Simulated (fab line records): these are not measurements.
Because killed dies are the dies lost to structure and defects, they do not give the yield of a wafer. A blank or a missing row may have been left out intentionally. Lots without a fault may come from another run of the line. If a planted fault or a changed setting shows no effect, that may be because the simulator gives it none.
8D (eight disciplines) problem report, filled in by code + flow berkeley cmos170 + the parts of the form that need people (team, actions taken, sign-off) are left out

## 1. THE PROBLEM
Wafers without a fault read 0.871 a.u., standard deviation 0.014; oes product au at UCB170_V1_ETCH_14 reads a mean of 0.741 a.u. on 6 wafers belonging to 2 lots. Relative to the usual mean, that is a shift of -9.3 standard deviations.
The step: etches SiO2 in CHF3/CF4/Ar, stops on Al, target depth 1250 nm, time 291 s.
First seen on wafer L684.4, day 10 12:52, on rie diel-03. The record holds 42 wafers of 14 lots with a number at this step. By rule, "out" or "out of limits" means more than 4 standard deviations away from the usual mean. Any other wafer with a number is counted as sound.

## 2. WHAT THIS IS AND IS NOT
| question                    | is                     | is not                                                                                                   |
|-----------------------------|------------------------|----------------------------------------------------------------------------------------------------------|
| which readings at this step | oes product au         | chamber pressure mTorr, drypump motor current A, throttle valve pct                                      |
| which lots                  | L684, L687             | L678, L679, L680, L681, L682, L691, L692, L695, L697, L699, L700, L701                                   |
| which wafers of those lots  | all that have a number | -                                                                                                        |
| read on which tools         | rie diel-03            | rie diel-01, rie diel-02                                                                                 |
| when                        | from day 10 12:52      | up to then (15 sound wafers); but 21 sound wafers of L691, L692, L695, L697, L699, L700, L701 came after |

## 3. WHAT RULES OUT EACH SUSPECT
Counting: a tool stays on the suspect list if, at a process step up to the reading, it processed all lots that are out and no sound lot following the first of them.
- rie diel-03 at UCB170_V1_ETCH_14 (etches SiO2 in CHF3/CF4/Ar, stops on Al, target depth 1250 nm, time 291 s): kept. It ran every lot that is out, first L684 (day 10 12:52), and no sound lot after that; its last sound lot up to then is L682 (day 9 09:28). Its own readings are out on those wafers: oes product au.
The count leaves rie diel-03 at UCB170_V1_ETCH_14.

## 4. THE CAUSE (what the simulator had put in)
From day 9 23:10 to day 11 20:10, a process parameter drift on rie diel-03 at UCB170_V1_ETCH_14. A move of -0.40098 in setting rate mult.
After counting, this tool was the only one left.

## 5. THE EFFECT CHAIN, in route order
Each row: a reading whose mean over the struck wafers that have a number lies more than 3 standard deviations from the usual. Readings are gone through only where the record gives a usual standard deviation; hours: the median, over the lots, of the time from a lot's start at the first step in this table giving one to that lot's start at this step; sigmas: the change measured in usual standard deviations.
| hours | step               | reading                  | usual      | on struck wafers | change | sigmas      |
|-------|--------------------|--------------------------|------------|------------------|--------|-------------|
| 0     | UCB170_V1_ETCH_14  | oes product au           | 0.871 a.u. | 0.741            | -0.130 | -9.3        |
| 0     | UCB170_V1_STRIP_15 | strip time to endpoint s | 15.36 s    | 18.02            | +2.66  | +14         |
| 11    | UCB170_M3_PROBE_99 | defect limited yield     | 98.7 %     | 0.0              | -98.7  | -99 or more |
| 11    | UCB170_M3_PROBE_99 | killed_at_M0_to_M3       | 0.9        | 262.5            | +261.6 | +99 or more |
| 11    | UCB170_M3_PROBE_99 | killed dies              | 3.4        | 264.0            | +260.6 | +99 or more |
| 11    | UCB170_M3_PROBE_99 | killed on rim            | 1.1        | 70.0             | +68.9  | +43         |
| 11    | UCB170_M3_PROBE_99 | sort_bin_5_function      | 0.7 %      | 99.5             | +98.8  | +99 or more |
| 11    | UCB170_M3_PROBE_99 | sort n pass              | 260.6      | 0.0              | -260.6 | -99 or more |
| 11    | UCB170_M3_PROBE_99 | sort yield pct           | 98.7 %     | 0.0              | -98.7  | -99 or more |
Process steps it contains:
- UCB170_V1_ETCH_14: etches SiO2 in CHF3/CF4/Ar, stops on Al, target depth 1250 nm, time 291 s.
- UCB170_V1_STRIP_15: strips in O2.
- UCB170_M3_PROBE_99

## 6. WHAT WOULD HAVE CAUGHT IT SOONER
The fault began at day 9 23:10; the first out-of-limits reading in this record came at day 10 12:52, 14 hours later.
